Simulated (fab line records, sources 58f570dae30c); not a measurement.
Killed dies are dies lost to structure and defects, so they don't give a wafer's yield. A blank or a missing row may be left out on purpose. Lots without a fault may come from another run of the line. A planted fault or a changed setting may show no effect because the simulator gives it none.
Which tool did it? | flow berkeley_cmos170 | 11 lots, 33 wafers sampled, at 2 steps of a route of 331

WHAT THE GAUGES READ, wafer by wafer
UCB170_V2_THK_MEAS_01. Usual: V2_TEOS_THK 2000 nm, standard deviation 34.
lot  | measured     | on            | V2_TEOS_THK (nm) | flag
L668 | day 7 17:38  | film_metro-02 | 1988 2053 2052   |
L670 | day 7 17:44  | film_metro-01 | 1995 2046 2032   |
L669 | day 7 18:05  | film_metro-02 | 2002 1954 2032   |
L671 | day 8 01:06  | film_metro-03 | 2016 1986 1995   |
L672 | day 8 11:39  | film_metro-01 | 1975 2001 2032   |
L675 | day 8 20:18  | film_metro-01 | 1975 1999 2031   |
L677 | day 9 15:14  | film_metro-01 | 2235 2233 2269   | OFF
L680 | day 9 19:00  | film_metro-02 | 2236 2197 2249   | OFF
L683 | day 11 14:52 | film_metro-02 | 2014 1995 1947   |
L686 | day 11 15:15 | film_metro-01 | 1943 1980 1936   |
L687 | day 11 15:59 | film_metro-03 | 1940 2000 1952   |

WHICH TOOL RAN EACH LOT (tool, then ch and the chambers of the sampled wafers, then the start)
lot  | UCB170_V2_CVD_00
L668 | pecvd-03 ch 0,1,2, day 7 17:28
L670 | pecvd-04 ch 0,1, day 7 17:34
L669 | pecvd-02 ch 0,2, day 7 17:56
L671 | pecvd-03 ch 0,1,2, day 8 00:57
L672 | pecvd-04 ch 1,2, day 8 11:30
L675 | pecvd-04 ch 0,1,2, day 8 20:08
L677 | pecvd-04 ch 0,2, day 9 15:05
L680 | pecvd-04 ch 0,1, day 9 18:50
L683 | pecvd-02 ch 0,2, day 11 14:41
L686 | pecvd-02 ch 0,2, day 11 15:04
L687 | pecvd-02 ch 0,2, day 11 15:45
- UCB170_V2_CVD_00: deposits SiO2 from TEOS/O2, target thk 2000 nm, time 250 s.

WHAT THE TOOLS THEMSELVES READ (means of the sampled wafers that have a number; where no wafer has one, the mark that the record gives instead)
UCB170_V2_CVD_00. Usual: heater_power_w 221 W, standard deviation 45; rf_fwd_power_W 548.3 W, standard deviation 1.7; susceptor_temp_C 390.04 C, standard deviation 0.22.
lot  | tool     | heater_power_w (W) | rf_fwd_power_W (W) | susceptor_temp_C (C) | flag
L668 | pecvd-03 | 206                | 547.4              | 390.02               |
L670 | pecvd-04 | 172                | 548.1              | 390.13               |
L669 | pecvd-02 | 228                | 549.4              | 389.93               |
L671 | pecvd-03 | 245                | 549.9              | 389.91               |
L672 | pecvd-04 | 188                | 549.1              | 389.99               |
L675 | pecvd-04 | 208                | 547.2              | 389.81               |
L677 | pecvd-04 | 157                | 766.9              | 390.05               | OFF
L680 | pecvd-04 | 131                | 767.4              | 390.07               | OFF
L683 | pecvd-02 | 218                | 546.8              | 390.20               |
L686 | pecvd-02 | 231                | 547.5              | 390.26               |
L687 | pecvd-02 | 250                | 549.4              | 390.05               |

THE ANSWER, worked out from the rows above alone
Rule: a lot is off if the mean of its wafers that have a number lies more than 3 standard deviations from the usual mean. A lot without any number at a reading at which 4 lots or more have one is off too. The other lots that the step has rows for count as sound. The gauges are gone through in route order, then the tools' own readings, and for those a lot's mean is taken as printed above. The first step at which some lot is off is used, and at that step the reading that is off furthest; a lot without a number counts as furthest.
Off: L677, L680, at UCB170_V2_THK_MEAS_01 (V2_TEOS_THK).
A tool fits if, at a process step before that reading, it ran every lot that is off, and no sound lot after the first of them. The gauges at UCB170_V2_THK_MEAS_01 aren't tried: what is off there is off at UCB170_V2_CVD_00 too, on other tools, and a gauge's error can't cause that. One fits: pecvd-04 at UCB170_V2_CVD_00. Its last sound lot is L675 (day 8 20:08), its first lot that is off L677 (day 9 15:05): a fault that began between those two fits.
The tool's own readings at UCB170_V2_CVD_00 bear it out: on the lots that are off they differ by more than 5 times the standard deviation of the sound lots' means. rf_fwd_power_W reads 767.1 W there against 548.3 W on the sound lots.

WHAT THE SIMULATOR HAD PUT IN
Process parameter drift: pecvd-04, from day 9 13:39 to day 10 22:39, at UCB170_V2_CVD_00. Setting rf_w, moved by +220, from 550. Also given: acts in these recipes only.
Lots struck among those shown: L677, L680. The rule above found the same.
